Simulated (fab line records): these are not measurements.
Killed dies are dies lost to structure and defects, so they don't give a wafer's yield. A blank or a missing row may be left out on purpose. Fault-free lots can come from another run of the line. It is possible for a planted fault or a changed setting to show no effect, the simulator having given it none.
A sampling plan put to the test -- flow berkeleyCmos170 -- one line in one fab, 12 faults in these records, each fault weighed on the records of the lots it struck
The line's own looks make up the plan; these are the steps of the route where a gauge or inspection reads the wafer and leaves it unchanged. Where struck wafers have a number at a look and the file lists that look's usual mean and standard deviation on fault-free wafers, the look can be judged. Caught: the struck wafers' mean, at a look after the fault's first step, is 4 or more of those standard deviations (sigma) away from the usual mean. On the tool: the same test on the tool's own readings at the fault's steps. Caught also covers a different recipe on the struck wafers, or a record left blank for those wafers only.

## THE FAULTS, as the simulator had put them in
1. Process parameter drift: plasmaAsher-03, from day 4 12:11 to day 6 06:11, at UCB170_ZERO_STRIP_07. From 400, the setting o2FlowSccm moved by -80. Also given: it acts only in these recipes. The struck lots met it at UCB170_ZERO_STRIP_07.
2. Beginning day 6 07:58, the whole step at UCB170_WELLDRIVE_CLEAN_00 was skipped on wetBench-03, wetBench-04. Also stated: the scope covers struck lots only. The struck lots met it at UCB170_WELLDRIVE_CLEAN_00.
3. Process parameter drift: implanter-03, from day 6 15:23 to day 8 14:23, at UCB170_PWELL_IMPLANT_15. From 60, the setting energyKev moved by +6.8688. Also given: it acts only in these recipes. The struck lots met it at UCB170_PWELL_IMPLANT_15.
4. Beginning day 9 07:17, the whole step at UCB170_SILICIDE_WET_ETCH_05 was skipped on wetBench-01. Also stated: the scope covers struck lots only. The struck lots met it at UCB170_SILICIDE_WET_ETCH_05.
5. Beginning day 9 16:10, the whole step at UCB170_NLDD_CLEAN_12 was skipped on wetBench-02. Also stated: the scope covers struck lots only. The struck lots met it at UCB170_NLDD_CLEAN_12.
6. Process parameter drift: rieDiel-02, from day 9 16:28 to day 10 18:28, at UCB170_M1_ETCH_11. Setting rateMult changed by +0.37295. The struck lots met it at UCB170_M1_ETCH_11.
7. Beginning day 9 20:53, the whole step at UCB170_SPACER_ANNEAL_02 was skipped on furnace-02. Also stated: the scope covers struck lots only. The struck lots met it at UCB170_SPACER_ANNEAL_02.
8. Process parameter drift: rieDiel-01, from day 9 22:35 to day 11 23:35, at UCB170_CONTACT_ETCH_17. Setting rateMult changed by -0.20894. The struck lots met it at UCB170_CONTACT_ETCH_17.
9. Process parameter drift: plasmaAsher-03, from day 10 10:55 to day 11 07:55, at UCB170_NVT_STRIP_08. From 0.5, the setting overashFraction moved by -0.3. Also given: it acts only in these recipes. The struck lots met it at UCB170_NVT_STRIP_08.
10. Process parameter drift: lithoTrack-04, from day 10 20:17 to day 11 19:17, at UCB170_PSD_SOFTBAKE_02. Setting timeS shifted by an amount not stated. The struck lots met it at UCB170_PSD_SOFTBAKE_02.
11. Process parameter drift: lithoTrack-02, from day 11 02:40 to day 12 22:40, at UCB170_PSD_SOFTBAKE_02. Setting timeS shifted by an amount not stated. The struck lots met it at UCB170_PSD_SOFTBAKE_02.
12. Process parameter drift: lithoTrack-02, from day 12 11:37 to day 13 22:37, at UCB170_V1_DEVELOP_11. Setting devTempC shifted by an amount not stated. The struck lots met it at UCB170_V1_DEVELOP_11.

## WHAT THE PLAN SAW
fault,on the tool itself,first look that catches it,"reading, sigma",median hours from its first step to that look,hours from the fault's start to the first struck lot there,judged looks passed uncaught
1,o2FlowSccm -57 sigma,not the one look that can be judged after it,-,-,-,1
2,the tool's record is blank for the struck wafers,not the one look that can be judged after it,-,-,-,1
3,beamEnergyKeV +99 or beyond sigma,none of the 3 looks that can be judged after it,-,-,-,3
4,the tool's record is blank for the struck wafers,no look after it can be judged,-,-,-,0
5,the tool's record is blank for the struck wafers,not the one look that can be judged after it,-,-,-,1
6,oesProductAu +10 sigma,none of the 2 looks that can be judged after it,-,-,-,2
7,the tool's record is blank for the struck wafers,no look after it can be judged,-,-,-,0
8,oesProductAu -8.8 sigma,no look after it can be judged,-,-,-,0
9,oesProductAu +28 sigma,not the one look that can be judged after it,-,-,-,1
10,runLengthS +21 sigma,no look after it can be judged,-,-,-,0
11,runLengthS +99 or beyond sigma,no look after it can be judged,-,-,-,0
12,developerTempC -18 sigma,no look after it can be judged,-,-,-,0
A dash: the fault isn't caught, or these records don't give the number.

Caught at a look: 0 of 12. Caught on the tool: 12 of 12. By one or the other: 12 of 12.
Faults 1, 2, 3, 4, 5, 6, 7, 8, 9, 10, 11, 12 were caught on the tool alone.
